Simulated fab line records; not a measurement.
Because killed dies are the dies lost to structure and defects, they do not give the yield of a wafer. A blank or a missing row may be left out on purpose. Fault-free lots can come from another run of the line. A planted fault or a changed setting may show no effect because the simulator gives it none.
Lot-split experiment	flow rit cmos	route with 202 steps; 5 lots, 23 wafers read

SPLIT DETAILS
At RIT_PWELL_IMPLANT_08, the setting energy kev was moved away from the recipe's 170 on 7 of the 23 wafers read, by -5.9% to +5.2%. The other wafers ran this setting at the recipe's value.

The reading is taken at the split's own step.

THE READING
The simulator's own value implant.drp nm, read by no gauge, in nm at RIT_PWELL_IMPLANT_08. No usual value for it is given in the file.

wafer	tool, chamber at the split	energy kev as run	against the recipe	implant.drp nm, nm	against lot-mates on the recipe
L074.1	implanter-02, 0	170	recipe	102.9	-
L074.2	implanter-02, 0	170	recipe	102.9	-
L074.3	implanter-02, 0	170	recipe	102.9	-
L074.5	implanter-02, 0	170	recipe	102.9	-
L074.6	implanter-02, 0	170	recipe	102.9	-
L075.2	implanter-02, 0	170	recipe	102.9	-
L075.3	implanter-02, 0	170	recipe	102.9	-
L075.5	implanter-02, 0	170	recipe	102.9	-
L075.4	implanter-02, 0	178.9	+5.2%	104.3	+1.4
L075.6	implanter-02, 0	178.9	+5.2%	104.3	+1.4
L083.2	implanter-01, 0	166.4	-2.1%	102.1	-0.8
L083.4	implanter-01, 0	166.4	-2.1%	102.1	-0.8
L083.5	implanter-01, 0	166.4	-2.1%	102.1	-0.8
L083.3	implanter-01, 0	170	recipe	102.9	-
L083.6	implanter-01, 0	170	recipe	102.9	-
L084.1	implanter-02, 0	170	recipe	102.9	-
L084.4	implanter-02, 0	170	recipe	102.9	-
L084.5	implanter-02, 0	170	recipe	102.9	-
L084.2	implanter-02, 0	160	-5.9%	100.6	-2.3
L084.3	implanter-02, 0	160	-5.9%	100.6	-2.3
L085.2	implanter-02, 0	170	recipe	102.9	-
L085.4	implanter-02, 0	170	recipe	102.9	-
L085.6	implanter-02, 0	170	recipe	102.9	-

THE FIT
A straight line over all 23 wafers: implant.drp nm changes by +0.336 nm for each +1% of energy kev; r = +0.99; the points scatter about the line by 0.13 nm.
The same after taking each lot's own level away (the mean of its wafers on the recipe; 23 wafers): +0.336 nm for each +1%; r = +0.99; scatter 0.13 nm.
On that fit, the largest move of energy kev shifts the reading by 2 nm.
The lots' own levels span 102.90 to 102.90 nm.
Hence the lot-to-lot level has little effect on the slope; both slopes agree.
Check: with one of the wafers moved furthest among these (-5.9%) left out of the fit, the line predicts -1.96 nm for it against its lot-mates. It came out at -2.3 nm against them.

ADDITIONAL SPLITS CARRIED BY THESE WAFERS
Note: prior to the reading, these wafers also went through further splits. Each is held against what the fit with the lots' levels taken away leaves over:
other split on the same wafers	wafers away from the commonest value	r with implant.drp nm (lot level and that fit taken away)
RIT_ACTIVE_CVD_03 sih2cl2 flow sccm	18	-0.18
RIT_FOX2_OXIDATION_00 temp c	18	-0.04

THE WHOLE CHAIN: every reading that the file lists as answering this split, in the file's order
step	what it does	reading	change (the file's fit)	r (the file's)
RIT_PWELL_IMPLANT_08		implant.rp nm (the simulator's own value, which no gauge read)	+3.65 nm for each +1% of the setting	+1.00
RIT_PWELL_IMPLANT_08		implant.drp nm (the simulator's own value, which no gauge read)	+0.335 nm for each +1% of the setting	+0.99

FILE'S OWN FIT
implant.drp nm changes by +0.335 nm for each +1% of energy kev, r = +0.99.
